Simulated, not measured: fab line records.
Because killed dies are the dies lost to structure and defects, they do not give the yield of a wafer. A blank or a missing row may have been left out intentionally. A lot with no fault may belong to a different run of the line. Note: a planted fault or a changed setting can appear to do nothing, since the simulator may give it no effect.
Comparing a struck lot with a sound one || flow rit_cmos || 18 out of 202 route steps
Sound: the wafers L226.2, L226.4, L226.5. Wafers L230.2, L230.3, L230.4 were the ones struck. Last of all comes the cause.
At each step with rows: each side's tool, then ch and its chambers, then its first start. Under that, the readings that differ: sound wafers || struck wafers || difference of the means || sigmas: that difference in standard deviations of wafers without a fault.
alike: readings whose means differ by less than 2 such deviations, and words and numbers that are the same on both sides. not compared: withheld readings, readings that some wafer has no value for, bounds like >300 that may hide the same value, and numbers for which the record gives no deviation and whose values overlap.
Wherever a step has rows on one side only, a row that says differs or no value, or a row with sigmas, the two part there. Non-overlapping numbers with no deviation appear without sigmas and do not part them. A reading that every wafer of one side lacks parts them only if that side has two wafers or more.

first, 1 step without rows for these wafers: RIT_PLDD_IMPLANT_08.
RIT_PLDD_STRIP_09: strips in O2, time 180 s.
  sound on plasma_asher-02 ch 0,1, day 3 17:45; struck on plasma_asher-02 ch 0,1, day 4 21:16
  alike: drypump_motor_current_A
  not compared: rf_hours_counter_h
RIT_PLDD_TW_MEAS_10:
  struck on film_metro-02, day 4 21:27; sound on film_metro-02, day 3 17:56
  alike: PLDD_TW
then, 4 steps without rows for these wafers: RIT_SPACER_CLEAN_00 (cleans in SC1, time 600 s); RIT_SPACER_CLEAN_01 (cleans in dHF, time 30 s); RIT_SPACER_CLEAN_02 (cleans in SC2, time 600 s); RIT_SPACER_CVD_03 (deposits Si3N4 from SiH2Cl2/NH3, target thk 250 nm, time 3300 s).
RIT_SPACER_THK_MEAS_04:
  struck on film_metro-04, day 4 23:49; sound on film_metro-03, day 3 20:18
  alike: SPACER_NITRIDE_THK
RIT_SPACER_ETCHBACK_05: etches Si3N4 in SF6/CHF3, stops on SiO2, target depth 250 nm, time 240 s.
  sound on rie_diel-02 ch 1,3, day 3 20:21; struck on rie_diel-03 ch 1,2,3, day 4 23:52
  alike: drypump_motor_current_A, oes_product_au, throttle_valve_pct
  not compared: rf_hours_counter_h
then, 3 steps without rows for these wafers: RIT_NSD_HMDS_00 (prime time 60 s); RIT_NSD_COAT_01 (resist thk 1000 nm); RIT_NSD_SOFTBAKE_02 (time 60 s).
RIT_NSD_EXPOSE_03: exposes mask M9, target cd 40700 nm.
  sound on iline_stepper-01 ch 0, day 3 21:09; struck on iline_stepper-02 ch 0, day 5 00:29
{"reading": "model.NSD.overlay_x_nm (nm)", "sound": "0.4465 0.4465 0.4465", "struck": "358.9 358.9 358.9", "difference": "+358.5", "sigmas": ""}
  alike: mask, exposure_dose_mJ_cm2
then, 2 steps without rows for these wafers: RIT_NSD_PEB_04; RIT_NSD_DEVELOP_05 (develop time 50 s).
RIT_NSD_OVL_MEAS_06:
  struck on overlay-02, day 5 00:52; sound on overlay-01, day 3 21:32
{"reading": "NSD_OVL (nm)", "sound": "0.4 0.5 -0.1", "struck": "358.7 358.6 358.1", "difference": "+358.2", "sigmas": "+99 or more"}
then, 1 step without rows for these wafers: RIT_NSD_HARDBAKE_07 (time 60 s).
RIT_M1_PROBE_99:
  struck on prober-02, day 5 10:41; sound on prober-01, day 4 07:34
{"reading": "model.etest.select_edge_diode_n.over_limit", "sound": "0 0 0", "struck": "1 1 1", "difference": "+1", "sigmas": ""}
  alike: killed_at_contacts, killed_at_front_end, killed_dies, killed_open, killed_short

WHERE THEY PART
Only at RIT_NSD_OVL_MEAS_06, within this record. Later steps at which nothing parts them and some readings are alike: RIT_M1_PROBE_99.

WHY: what the simulator had put in
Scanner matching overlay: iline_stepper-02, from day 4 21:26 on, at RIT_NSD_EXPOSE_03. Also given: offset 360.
